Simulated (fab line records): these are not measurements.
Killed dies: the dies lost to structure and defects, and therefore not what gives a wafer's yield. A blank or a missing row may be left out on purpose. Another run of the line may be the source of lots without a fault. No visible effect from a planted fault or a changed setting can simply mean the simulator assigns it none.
Split-lot experiment	flow berkeley cmos170	route with 331 steps; 5 lots, 23 wafers read

SPLIT DETAILS
At UCB170_BACKSIDE_COAT_01 (resist thk 900 nm), the setting resist thk nm was moved away from the recipe's 900 nm on 7 of the 23 wafers read, by -2.1% to +4.0%. The other wafers ran this setting at the recipe's value.

The reading comes from the split's own step.

THE READING
KrF_of_BACKSIDE_COAT_01.thk nm (the simulator's own value, which no gauge read), in nm, at UCB170_BACKSIDE_COAT_01 (resist thk 900 nm). There is no usual value for it anywhere in the file. Across the 16 wafers here that went through the recipe, the average is 900.0 nm and the standard deviation 1.7 nm.

wafer	tool, chamber at the split	resist thk nm as run, nm	against the recipe	KrF_of_BACKSIDE_COAT_01.thk nm, nm	against lot-mates on the recipe
L075.1	litho track-02, 0	900	recipe	898.5	-
L075.3	litho track-02, 0	900	recipe	901.6	-
L075.4	litho track-02, 0	900	recipe	899.4	-
L075.5	litho track-02, 0	900	recipe	898.7	-
L075.6	litho track-02, 0	900	recipe	899.2	-
L078.1	litho track-01, 0	900	recipe	898.3	-
L078.5	litho track-01, 0	900	recipe	899.8	-
L078.6	litho track-01, 0	900	recipe	897.1	-
L082.1	litho track-02, 0	936	+4.0%	934.6	+34.2
L082.2	litho track-02, 0	936	+4.0%	934.7	+34.3
L082.3	litho track-02, 0	900	recipe	899.8	-
L082.5	litho track-02, 0	936	+4.0%	937.5	+37.1
L082.6	litho track-02, 0	900	recipe	901	-
L085.1	litho track-02, 0	929.7	+3.3%	932	+29.9
L085.2	litho track-02, 0	900	recipe	902.4	-
L085.4	litho track-02, 0	929.7	+3.3%	934.9	+32.8
L085.5	litho track-02, 0	900	recipe	900.5	-
L085.6	litho track-02, 0	900	recipe	903.5	-
L084.1	litho track-02, 0	900	recipe	902.1	-
L084.2	litho track-02, 0	880.8	-2.1%	880.4	-19.8
L084.3	litho track-02, 0	880.8	-2.1%	881.3	-18.9
L084.4	litho track-02, 0	900	recipe	899.8	-
L084.6	litho track-02, 0	900	recipe	898.6	-

THE FIT
A straight line over all 23 wafers: KrF_of_BACKSIDE_COAT_01.thk nm changes by +9.22 nm for each +1% of resist thk nm; r = +0.99; the points scatter about the line by 1.9 nm.
The same after taking each lot's own level away (the mean of its wafers on the recipe; 23 wafers): +9.02 nm for each +1%; r = +1.00; scatter 1.4 nm.
That fit puts the effect of the largest move of resist thk nm on the reading at 36 nm.
Across the lots, their own levels run from 898.40 to 902.13 nm, a range of 2.2 times the standard deviation given above.
Hence the lot-to-lot level has little effect on the slope; both slopes agree.
Check: +36.6 nm against its lot-mates is what the line predicts for one of the wafers moved furthest among these (+4.0%) when that wafer is left out of the fit. Against them it came out at +34.2 nm.

OTHER SPLITS ON THESE WAFERS
Other splits were also applied to these wafers ahead of the reading. Each is held against what the fit with the lots' levels taken away leaves over:
other split on the same wafers	wafers away from the commonest value	r with KrF_of_BACKSIDE_COAT_01.thk nm (lot level and that fit taken away)
UCB170_NVT_IMPLANT_07 tilt deg	8	-0.20
UCB170_GATE_CVD_04 time s	15	-0.09
UCB170_GATE_ETCH_14 source w	7	+0.14
UCB170_SPACER_ANNEAL_02 temp c	18	-0.09

THE WHOLE CHAIN: every reading that the file lists as answering this split, in the file's order
step	what it does	reading	change (the file's fit)	r (the file's)
UCB170_BACKSIDE_COAT_01	resist thk 900 nm	KrF_of_BACKSIDE_COAT_01.thk nm (the simulator's own value, which no gauge read)	+9.08 nm for each +1% of the setting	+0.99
UCB170_BACKSIDE_STRIP_03	strips in O2	strip time to endpoint s	withheld for each +1% of the setting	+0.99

FILE'S OWN FIT
KrF_of_BACKSIDE_COAT_01.thk nm changes by +9.08 nm for each +1% of resist thk nm, r = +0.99.
